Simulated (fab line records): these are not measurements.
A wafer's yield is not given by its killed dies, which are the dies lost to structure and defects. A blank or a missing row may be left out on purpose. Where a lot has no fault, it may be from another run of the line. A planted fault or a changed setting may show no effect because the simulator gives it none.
fab line records / flow ritCmos / part 2 of 2: steps 27 to 37 of 37
record: lots: 5 wafers: 15 lastDay: 5
route steps=202 shown PRETRO@74 GATE@75 FOX2@80 REOX@98 NLDD@103
lots that met no fault: from a run of the same line without faults
startH: the number of hours between the record's first day and the start of the first shown wafer of the lot / waitH: hours since the lot's step before / " repeats the value in the row above / L1.1+2: one row covering several wafers at once / - value missing, or start not given / * or withheld: withheld / < > ~ a bound
route shown NAME@n: a module of which the file shows steps, and the number in the route of the first / usual: mean/standard deviation taken from wafers without a fault / same: alike in all rows / chamber/n: place in a boat / sites: the reading at each site / _std_site: the values' standard deviation / _edge_site: outer sites' mean less inner sites' / radiusMm: for every site, how far away it sits from the centre of the wafer / mask NAME#n: copy n / behind: the last tool/chamber to shape the wafer / hold: reason for holding the lot/hours on hold/outcome of the hold / device: whichever transistor did not switch (one of n, p or np) / end of line: tests of these same wafers at the route's end / a step given without rows: its recipe and nothing more / killed: dies that structure and defects cost at the first sort, which is not the same as the wafer's yield / map: a wafer's dies, marking killed ones x, the rest . and places with no die _
set.NAME: the setting the step ran with; set.NAME@STEP: the setting that earlier step ran with / model.NAME: the simulator's own value behind a step, which no gauge read
certain route steps with their lots: each step a table, each wafer a row
services: from which hour (startH, from the record's first day; less than 0 if before it) a tool's chamber was out of use, for how many hours, and why
== steps ==
step: RIT_REOX_CLEAN_02
recipe: chemistry: SC2 mix: 3:3:50 timeS: 600 tempC: 75 dry: n2Spin
usual: tempC: 75.02/0.12
lot.wafer=L082.2 tool=wetBench-02 chamber=3 startH=81.43 waitH=0.0 tempC=75.17
lot.wafer=L082.3 tool=wetBench-02 chamber=3 startH=81.43 waitH=0.0 tempC=75.12
lot.wafer=L082.4 tool=wetBench-02 chamber=3 startH=81.43 waitH=0.0 tempC=75.15
lot.wafer=L083.1 tool=wetBench-02 chamber=2 startH=84.45 waitH=0.0 tempC=75.19
lot.wafer=L083.4 tool=wetBench-02 chamber=2 startH=84.45 waitH=0.0 tempC=75.03
lot.wafer=L083.5 tool=wetBench-02 chamber=2 startH=84.45 waitH=0.0 tempC=75.06
lot.wafer=L084.3 tool=wetBench-04 chamber=0 startH=91.19 waitH=0.0 tempC=75.00
lot.wafer=L084.4 tool=wetBench-04 chamber=0 startH=91.19 waitH=0.0 tempC=75.07
lot.wafer=L084.5 tool=wetBench-04 chamber=0 startH=91.19 waitH=0.0 tempC=74.95
lot.wafer=L085.2 tool=wetBench-04 chamber=3 startH=96.52 waitH=0.0 tempC=75.23
lot.wafer=L085.3 tool=wetBench-04 chamber=3 startH=96.52 waitH=0.0 tempC=75.16
lot.wafer=L085.6 tool=wetBench-04 chamber=3 startH=96.52 waitH=0.0 tempC=75.05
lot.wafer=L086.3 tool=wetBench-02 chamber=0 startH=98.74 waitH=0.0 tempC=75.11
lot.wafer=L086.4 tool=wetBench-02 chamber=0 startH=98.74 waitH=0.0 tempC=75.17
lot.wafer=L086.6 tool=wetBench-02 chamber=0 startH=98.74 waitH=0.0 tempC=75.00
step: RIT_REOX_OXIDATION_03
recipe: tempC: 900 ambient: O2 targetThkA: 252 oxTimeS: 5580
usual: spikeTcSourceC: 922.1/1.3 zonePowerLoadPct: 31/5.6
lot.wafer=L082.2 tool=furnace-03 chamber=0 startH=82.26 waitH=0.6 spikeTcSourceC=923.0 zonePowerLoadPct=26
lot.wafer=L082.3 tool=furnace-03 chamber=0 startH=82.26 waitH=0.6 spikeTcSourceC=921.7 zonePowerLoadPct=26
lot.wafer=L082.4 tool=furnace-03 chamber=0 startH=82.26 waitH=0.6 spikeTcSourceC=920.2 zonePowerLoadPct=27
lot.wafer=L083.1 tool=furnace-01 chamber=0 startH=85.35 waitH=0.7 spikeTcSourceC=925.0 zonePowerLoadPct=38
lot.wafer=L083.4 tool=furnace-01 chamber=0 startH=85.35 waitH=0.7 spikeTcSourceC=923.8 zonePowerLoadPct=37
lot.wafer=L083.5 tool=furnace-01 chamber=0 startH=85.35 waitH=0.7 spikeTcSourceC=921.2 zonePowerLoadPct=38
lot.wafer=L084.3 tool=furnace-04 chamber=0 startH=92.29 waitH=0.9 spikeTcSourceC=921.7 zonePowerLoadPct=26
lot.wafer=L084.4 tool=furnace-04 chamber=0 startH=92.29 waitH=0.9 spikeTcSourceC=922.1 zonePowerLoadPct=27
lot.wafer=L084.5 tool=furnace-04 chamber=0 startH=92.29 waitH=0.9 spikeTcSourceC=921.5 zonePowerLoadPct=26
lot.wafer=L085.2 tool=furnace-01 chamber=0 startH=97.05 waitH=0.4 spikeTcSourceC=922.4 zonePowerLoadPct=38
lot.wafer=L085.3 tool=furnace-01 chamber=0 startH=97.05 waitH=0.4 spikeTcSourceC=924.3 zonePowerLoadPct=38
lot.wafer=L085.6 tool=furnace-01 chamber=0 startH=97.05 waitH=0.4 spikeTcSourceC=923.2 zonePowerLoadPct=37
lot.wafer=L086.3 tool=furnace-03 chamber=0 startH=99.80 waitH=0.9 spikeTcSourceC=921.3 zonePowerLoadPct=26
lot.wafer=L086.4 tool=furnace-03 chamber=0 startH=99.80 waitH=0.9 spikeTcSourceC=920.6 zonePowerLoadPct=26
lot.wafer=L086.6 tool=furnace-03 chamber=0 startH=99.80 waitH=0.9 spikeTcSourceC=922.0 zonePowerLoadPct=26
step: RIT_REOX_THK_MEAS_04
recipe: reads: SiO2_of_REOX_OXIDATION_03
usual: REOX_OXIDE_THK: 25.1/0.45
lot.wafer=L082.2 tool=filmMetro-03 chamber=- startH=84.82 waitH=0.0 REOX_OXIDE_THK[nm]=24.0
lot.wafer=L082.3 tool=filmMetro-03 chamber=- startH=84.82 waitH=0.0 REOX_OXIDE_THK[nm]=24.8
lot.wafer=L082.4 tool=filmMetro-03 chamber=- startH=84.82 waitH=0.0 REOX_OXIDE_THK[nm]=25.2
lot.wafer=L083.1 tool=filmMetro-03 chamber=- startH=87.90 waitH=0.0 REOX_OXIDE_THK[nm]=24.8
lot.wafer=L083.4 tool=filmMetro-03 chamber=- startH=87.90 waitH=0.0 REOX_OXIDE_THK[nm]=24.6
lot.wafer=L083.5 tool=filmMetro-03 chamber=- startH=87.90 waitH=0.0 REOX_OXIDE_THK[nm]=25.3
lot.wafer=L084.3 tool=filmMetro-01 chamber=- startH=94.86 waitH=0.0 REOX_OXIDE_THK[nm]=25.3
lot.wafer=L084.4 tool=filmMetro-01 chamber=- startH=94.86 waitH=0.0 REOX_OXIDE_THK[nm]=25.2
lot.wafer=L084.5 tool=filmMetro-01 chamber=- startH=94.86 waitH=0.0 REOX_OXIDE_THK[nm]=25.4
lot.wafer=L085.2 tool=filmMetro-01 chamber=- startH=99.61 waitH=0.0 REOX_OXIDE_THK[nm]=24.9
lot.wafer=L085.3 tool=filmMetro-01 chamber=- startH=99.61 waitH=0.0 REOX_OXIDE_THK[nm]=25.0
lot.wafer=L085.6 tool=filmMetro-01 chamber=- startH=99.61 waitH=0.0 REOX_OXIDE_THK[nm]=25.0
lot.wafer=L086.3 tool=filmMetro-03 chamber=- startH=102.37 waitH=0.0 REOX_OXIDE_THK[nm]=24.9
lot.wafer=L086.4 tool=filmMetro-03 chamber=- startH=102.37 waitH=0.0 REOX_OXIDE_THK[nm]=25.0
lot.wafer=L086.6 tool=filmMetro-03 chamber=- startH=102.37 waitH=0.0 REOX_OXIDE_THK[nm]=24.8
step: RIT_NLDD_HMDS_00
recipe: primeTimeS: 60 primeTempC: 140
usual: chillPlateTempC: 22.97/0.11
same: primeTimeS: 60
lot.wafer=L082.2 tool=lithoTrack-02 chamber=0 startH=84.89 waitH=0.1 chillPlateTempC=22.95
lot.wafer=L082.3 tool=lithoTrack-02 chamber=0 startH=84.89 waitH=0.1 chillPlateTempC=23.05
lot.wafer=L082.4 tool=lithoTrack-02 chamber=0 startH=84.89 waitH=0.1 chillPlateTempC=23.08
lot.wafer=L083.1 tool=lithoTrack-01 chamber=0 startH=87.96 waitH=0.1 chillPlateTempC=23.12
lot.wafer=L083.4 tool=lithoTrack-01 chamber=0 startH=87.96 waitH=0.1 chillPlateTempC=22.89
lot.wafer=L083.5 tool=lithoTrack-01 chamber=0 startH=87.96 waitH=0.1 chillPlateTempC=23.00
lot.wafer=L084.3 tool=lithoTrack-01 chamber=0 startH=94.95 waitH=0.1 chillPlateTempC=22.88
lot.wafer=L084.4 tool=lithoTrack-01 chamber=0 startH=94.95 waitH=0.1 chillPlateTempC=23.03
lot.wafer=L084.5 tool=lithoTrack-01 chamber=0 startH=94.95 waitH=0.1 chillPlateTempC=22.98
lot.wafer=L085.2 tool=lithoTrack-03 chamber=0 startH=99.69 waitH=0.1 chillPlateTempC=23.10
lot.wafer=L085.3 tool=lithoTrack-03 chamber=0 startH=99.69 waitH=0.1 chillPlateTempC=23.01
lot.wafer=L085.6 tool=lithoTrack-03 chamber=0 startH=99.69 waitH=0.1 chillPlateTempC=22.79
lot.wafer=L086.3 tool=lithoTrack-02 chamber=0 startH=102.46 waitH=0.1 chillPlateTempC=22.69
lot.wafer=L086.4 tool=lithoTrack-02 chamber=0 startH=102.46 waitH=0.1 chillPlateTempC=23.03
lot.wafer=L086.6 tool=lithoTrack-02 chamber=0 startH=102.46 waitH=0.1 chillPlateTempC=22.91
step: RIT_NLDD_COAT_01
recipe: resist: NOVOLAK spinRpm: 3250 resistThkNm: 1000
usual: chillPlateTempC: 23.00/0.097
lot.wafer=L082.2 tool=lithoTrack-02 chamber=0 startH=85.04 waitH=0.1 chillPlateTempC=22.90
lot.wafer=L082.3 tool=lithoTrack-02 chamber=0 startH=85.04 waitH=0.1 chillPlateTempC=22.91
lot.wafer=L082.4 tool=lithoTrack-02 chamber=0 startH=85.04 waitH=0.1 chillPlateTempC=22.96
lot.wafer=L083.1 tool=lithoTrack-01 chamber=0 startH=88.11 waitH=0.1 chillPlateTempC=23.02
lot.wafer=L083.4 tool=lithoTrack-01 chamber=0 startH=88.11 waitH=0.1 chillPlateTempC=23.20
lot.wafer=L083.5 tool=lithoTrack-01 chamber=0 startH=88.11 waitH=0.1 chillPlateTempC=23.04
lot.wafer=L084.3 tool=lithoTrack-01 chamber=0 startH=95.10 waitH=0.1 chillPlateTempC=22.93
lot.wafer=L084.4 tool=lithoTrack-01 chamber=0 startH=95.10 waitH=0.1 chillPlateTempC=22.97
lot.wafer=L084.5 tool=lithoTrack-01 chamber=0 startH=95.10 waitH=0.1 chillPlateTempC=22.86
lot.wafer=L085.2 tool=lithoTrack-03 chamber=0 startH=99.84 waitH=0.1 chillPlateTempC=22.97
lot.wafer=L085.3 tool=lithoTrack-03 chamber=0 startH=99.84 waitH=0.1 chillPlateTempC=22.96
lot.wafer=L085.6 tool=lithoTrack-03 chamber=0 startH=99.84 waitH=0.1 chillPlateTempC=22.96
lot.wafer=L086.3 tool=lithoTrack-02 chamber=0 startH=102.61 waitH=0.1 chillPlateTempC=22.96
lot.wafer=L086.4 tool=lithoTrack-02 chamber=0 startH=102.61 waitH=0.1 chillPlateTempC=23.12
lot.wafer=L086.6 tool=lithoTrack-02 chamber=0 startH=102.61 waitH=0.1 chillPlateTempC=23.30
step: RIT_NLDD_SOFTBAKE_02
recipe: resist: NOVOLAK tempC: 90 timeS: 60
usual: chillPlateTempC: 23.03/0.1
lot.wafer=L082.2 tool=lithoTrack-02 chamber=0 startH=85.19 waitH=0.1 chillPlateTempC=22.90
lot.wafer=L082.3 tool=lithoTrack-02 chamber=0 startH=85.19 waitH=0.1 chillPlateTempC=22.94
lot.wafer=L082.4 tool=lithoTrack-02 chamber=0 startH=85.19 waitH=0.1 chillPlateTempC=22.98
lot.wafer=L083.1 tool=lithoTrack-01 chamber=0 startH=88.26 waitH=0.1 chillPlateTempC=23.01
lot.wafer=L083.4 tool=lithoTrack-01 chamber=0 startH=88.26 waitH=0.1 chillPlateTempC=22.95
lot.wafer=L083.5 tool=lithoTrack-01 chamber=0 startH=88.26 waitH=0.1 chillPlateTempC=22.88
lot.wafer=L084.3 tool=lithoTrack-01 chamber=0 startH=95.25 waitH=0.1 chillPlateTempC=22.96
lot.wafer=L084.4 tool=lithoTrack-01 chamber=0 startH=95.25 waitH=0.1 chillPlateTempC=22.98
lot.wafer=L084.5 tool=lithoTrack-01 chamber=0 startH=95.25 waitH=0.1 chillPlateTempC=22.90
lot.wafer=L085.2 tool=lithoTrack-03 chamber=0 startH=99.99 waitH=0.1 chillPlateTempC=22.96
lot.wafer=L085.3 tool=lithoTrack-03 chamber=0 startH=99.99 waitH=0.1 chillPlateTempC=22.97
lot.wafer=L085.6 tool=lithoTrack-03 chamber=0 startH=99.99 waitH=0.1 chillPlateTempC=23.00
lot.wafer=L086.3 tool=lithoTrack-02 chamber=0 startH=102.76 waitH=0.1 chillPlateTempC=22.89
lot.wafer=L086.4 tool=lithoTrack-02 chamber=0 startH=102.76 waitH=0.1 chillPlateTempC=23.13
lot.wafer=L086.6 tool=lithoTrack-02 chamber=0 startH=102.76 waitH=0.1 chillPlateTempC=22.93
step: RIT_NLDD_EXPOSE_03
recipe: maskId: M7 na: 0.57 targetCdNm: 40700 doseMj: 250
usual: focusOffsetNm: 0.0/0.59
lot.wafer=L082.2 tool=ilineStepper-02 chamber=0 startH=85.34 waitH=0.1 mask=M7#0 focusOffsetNm=0.5
lot.wafer=L082.3 tool=ilineStepper-02 chamber=0 startH=85.34 waitH=0.1 mask=M7#0 focusOffsetNm=0.8
lot.wafer=L082.4 tool=ilineStepper-02 chamber=0 startH=85.34 waitH=0.1 mask=M7#0 focusOffsetNm=0.8
lot.wafer=L083.1 tool=ilineStepper-02 chamber=0 startH=88.41 waitH=0.1 mask=M7#0 focusOffsetNm=-0.4
lot.wafer=L083.4 tool=ilineStepper-02 chamber=0 startH=88.41 waitH=0.1 mask=M7#0 focusOffsetNm=-1.7
lot.wafer=L083.5 tool=ilineStepper-02 chamber=0 startH=88.41 waitH=0.1 mask=M7#0 focusOffsetNm=-0.1
lot.wafer=L084.3 tool=ilineStepper-02 chamber=0 startH=95.39 waitH=0.1 mask=M7#0 focusOffsetNm=-0.5
lot.wafer=L084.4 tool=ilineStepper-02 chamber=0 startH=95.39 waitH=0.1 mask=M7#0 focusOffsetNm=-0.6
lot.wafer=L084.5 tool=ilineStepper-02 chamber=0 startH=95.39 waitH=0.1 mask=M7#0 focusOffsetNm=-1.3
lot.wafer=L085.2 tool=ilineStepper-02 chamber=0 startH=100.13 waitH=0.1 mask=M7#0 focusOffsetNm=0.1
lot.wafer=L085.3 tool=ilineStepper-02 chamber=0 startH=100.13 waitH=0.1 mask=M7#0 focusOffsetNm=0.6
lot.wafer=L085.6 tool=ilineStepper-02 chamber=0 startH=100.13 waitH=0.1 mask=M7#0 focusOffsetNm=0.9
lot.wafer=L086.3 tool=ilineStepper-02 chamber=0 startH=102.90 waitH=0.1 mask=M7#0 focusOffsetNm=-0.4
lot.wafer=L086.4 tool=ilineStepper-02 chamber=0 startH=102.90 waitH=0.1 mask=M7#0 focusOffsetNm=-0.2
lot.wafer=L086.6 tool=ilineStepper-02 chamber=0 startH=102.90 waitH=0.1 mask=M7#0 focusOffsetNm=0.7
step: RIT_NLDD_PEB_04
recipe: resist: NOVOLAK tempC: withheld timeS: withheld
usual: chillPlateTempC: *
lot.wafer=L082.2 tool=lithoTrack-01 chamber=0 startH=85.46 waitH=0.1 chillPlateTempC=*
lot.wafer=L082.3 tool=lithoTrack-01 chamber=0 startH=85.46 waitH=0.1 chillPlateTempC=*
lot.wafer=L082.4 tool=lithoTrack-01 chamber=0 startH=85.46 waitH=0.1 chillPlateTempC=*
lot.wafer=L083.1 tool=lithoTrack-02 chamber=0 startH=88.53 waitH=0.1 chillPlateTempC=*
lot.wafer=L083.4 tool=lithoTrack-02 chamber=0 startH=88.53 waitH=0.1 chillPlateTempC=*
lot.wafer=L083.5 tool=lithoTrack-02 chamber=0 startH=88.53 waitH=0.1 chillPlateTempC=*
lot.wafer=L084.3 tool=lithoTrack-01 chamber=0 startH=95.52 waitH=0.1 chillPlateTempC=*
lot.wafer=L084.4 tool=lithoTrack-01 chamber=0 startH=95.52 waitH=0.1 chillPlateTempC=*
lot.wafer=L084.5 tool=lithoTrack-01 chamber=0 startH=95.52 waitH=0.1 chillPlateTempC=*
lot.wafer=L085.2 tool=lithoTrack-01 chamber=0 startH=100.25 waitH=0.1 chillPlateTempC=*
lot.wafer=L085.3 tool=lithoTrack-01 chamber=0 startH=100.25 waitH=0.1 chillPlateTempC=*
lot.wafer=L085.6 tool=lithoTrack-01 chamber=0 startH=100.25 waitH=0.1 chillPlateTempC=*
lot.wafer=L086.3 tool=lithoTrack-01 chamber=0 startH=103.10 waitH=0.2 chillPlateTempC=*
lot.wafer=L086.4 tool=lithoTrack-01 chamber=0 startH=103.10 waitH=0.2 chillPlateTempC=*
lot.wafer=L086.6 tool=lithoTrack-01 chamber=0 startH=103.10 waitH=0.2 chillPlateTempC=*
step: RIT_NLDD_DEVELOP_05
recipe: resist: NOVOLAK developTimeS: 50 devTempC: 23
usual: chillPlateTempC: 23.00/0.11
lot.wafer=L082.2 tool=lithoTrack-01 chamber=0 startH=- waitH=- chillPlateTempC=23.10
lot.wafer=L082.3 tool=lithoTrack-01 chamber=0 startH=- waitH=- chillPlateTempC=22.90
lot.wafer=L082.4 tool=lithoTrack-01 chamber=0 startH=- waitH=- chillPlateTempC=22.91
lot.wafer=L083.1 tool=lithoTrack-02 chamber=0 startH=- waitH=- chillPlateTempC=23.11
lot.wafer=L083.4 tool=lithoTrack-02 chamber=0 startH=- waitH=- chillPlateTempC=23.15
lot.wafer=L083.5 tool=lithoTrack-02 chamber=0 startH=- waitH=- chillPlateTempC=23.07
lot.wafer=L084.3 tool=lithoTrack-01 chamber=0 startH=- waitH=- chillPlateTempC=23.00
lot.wafer=L084.4 tool=lithoTrack-01 chamber=0 startH=- waitH=- chillPlateTempC=22.98
lot.wafer=L084.5 tool=lithoTrack-01 chamber=0 startH=- waitH=- chillPlateTempC=22.93
lot.wafer=L085.2 tool=lithoTrack-01 chamber=0 startH=- waitH=- chillPlateTempC=22.87
lot.wafer=L085.3 tool=lithoTrack-01 chamber=0 startH=- waitH=- chillPlateTempC=22.98
lot.wafer=L085.6 tool=lithoTrack-01 chamber=0 startH=- waitH=- chillPlateTempC=22.96
lot.wafer=L086.3 tool=lithoTrack-01 chamber=0 startH=- waitH=- chillPlateTempC=23.01
lot.wafer=L086.4 tool=lithoTrack-01 chamber=0 startH=- waitH=- chillPlateTempC=22.87
lot.wafer=L086.6 tool=lithoTrack-01 chamber=0 startH=- waitH=- chillPlateTempC=22.91
step: RIT_NLDD_OVL_MEAS_06
usual: NLDD_OVL: -0.3/1.6
lot.wafer=L082.2 tool=overlay-01 chamber=- startH=85.73 waitH=- NLDD_OVL[nm]=1.6
lot.wafer=L082.3 tool=overlay-01 chamber=- startH=85.73 waitH=- NLDD_OVL[nm]=-1.4
lot.wafer=L082.4 tool=overlay-01 chamber=- startH=85.73 waitH=- NLDD_OVL[nm]=-0.7
lot.wafer=L083.1 tool=overlay-02 chamber=- startH=88.81 waitH=- NLDD_OVL[nm]=1.5
lot.wafer=L083.4 tool=overlay-02 chamber=- startH=88.81 waitH=- NLDD_OVL[nm]=2.3
lot.wafer=L083.5 tool=overlay-02 chamber=- startH=88.81 waitH=- NLDD_OVL[nm]=-1.3
lot.wafer=L084.3 tool=overlay-02 chamber=- startH=95.77 waitH=- NLDD_OVL[nm]=1.3
lot.wafer=L084.4 tool=overlay-02 chamber=- startH=95.77 waitH=- NLDD_OVL[nm]=-1.1
lot.wafer=L084.5 tool=overlay-02 chamber=- startH=95.77 waitH=- NLDD_OVL[nm]=1.0
lot.wafer=L085.2 tool=overlay-01 chamber=- startH=100.52 waitH=- NLDD_OVL[nm]=1.4
lot.wafer=L085.3 tool=overlay-01 chamber=- startH=100.52 waitH=- NLDD_OVL[nm]=0.0
lot.wafer=L085.6 tool=overlay-01 chamber=- startH=100.52 waitH=- NLDD_OVL[nm]=-0.3
lot.wafer=L086.3 tool=overlay-02 chamber=- startH=103.34 waitH=- NLDD_OVL[nm]=1.3
lot.wafer=L086.4 tool=overlay-02 chamber=- startH=103.34 waitH=- NLDD_OVL[nm]=2.8
lot.wafer=L086.6 tool=overlay-02 chamber=- startH=103.34 waitH=- NLDD_OVL[nm]=1.1
step: RIT_NLDD_HARDBAKE_07
recipe: resist: NOVOLAK tempC: 140 timeS: 60
usual: chillPlateTempC: 22.99/0.12
lot.wafer=L082.2 tool=lithoTrack-01 chamber=0 startH=85.78 waitH=0.0 chillPlateTempC=22.91
lot.wafer=L082.3 tool=lithoTrack-01 chamber=0 startH=85.78 waitH=0.0 chillPlateTempC=22.97
lot.wafer=L082.4 tool=lithoTrack-01 chamber=0 startH=85.78 waitH=0.0 chillPlateTempC=22.89
lot.wafer=L083.1 tool=lithoTrack-01 chamber=0 startH=88.85 waitH=0.0 chillPlateTempC=22.79
lot.wafer=L083.4 tool=lithoTrack-01 chamber=0 startH=88.85 waitH=0.0 chillPlateTempC=23.04
lot.wafer=L083.5 tool=lithoTrack-01 chamber=0 startH=88.85 waitH=0.0 chillPlateTempC=23.01
lot.wafer=L084.3 tool=lithoTrack-02 chamber=0 startH=95.84 waitH=0.1 chillPlateTempC=23.03
lot.wafer=L084.4 tool=lithoTrack-02 chamber=0 startH=95.84 waitH=0.1 chillPlateTempC=23.11
lot.wafer=L084.5 tool=lithoTrack-02 chamber=0 startH=95.84 waitH=0.1 chillPlateTempC=23.02
lot.wafer=L085.2 tool=lithoTrack-01 chamber=0 startH=100.57 waitH=0.0 chillPlateTempC=23.07
lot.wafer=L085.3 tool=lithoTrack-01 chamber=0 startH=100.57 waitH=0.0 chillPlateTempC=23.04
lot.wafer=L085.6 tool=lithoTrack-01 chamber=0 startH=100.57 waitH=0.0 chillPlateTempC=22.99
lot.wafer=L086.3 tool=lithoTrack-02 chamber=0 startH=103.42 waitH=0.1 chillPlateTempC=23.07
lot.wafer=L086.4 tool=lithoTrack-02 chamber=0 startH=103.42 waitH=0.1 chillPlateTempC=23.05
lot.wafer=L086.6 tool=lithoTrack-02 chamber=0 startH=103.42 waitH=0.1 chillPlateTempC=22.96
== services ==
tool=rieSi-01 chamber=2 startH=53.24 hours=- kind=clean
tool=rieSi-01 chamber=2 startH=53.24 hours=26.2 kind=scheduledDown
tool=rieSi-01 chamber=2 startH=53.24 hours=26.2 kind=ventCycle
tool=lithoTrack-01 chamber=- startH=55.49 hours=- kind=consumableReplace:filter
tool=plasmaAsher-03 chamber=- startH=57.27 hours=5.9 kind=repair
tool=rieSi-02 chamber=3 startH=63.58 hours=- kind=clean
tool=rieSi-02 chamber=3 startH=63.58 hours=22.2 kind=scheduledDown
tool=rieSi-02 chamber=3 startH=63.58 hours=22.2 kind=ventCycle
tool=plasmaAsher-02 chamber=- startH=77.79 hours=6.2 kind=repair
tool=rieSi-02 chamber=2 startH=89.36 hours=- kind=clean
tool=rieSi-02 chamber=2 startH=89.36 hours=14.7 kind=scheduledDown
tool=rieSi-02 chamber=2 startH=89.36 hours=14.7 kind=ventCycle
tool=wetBench-01 chamber=- startH=90.80 hours=7.5 kind=repair
tool=wetBench-04 chamber=- startH=94.48 hours=1.9 kind=pm
tool=ilineStepper-01 chamber=- startH=102.16 hours=5.5 kind=repair
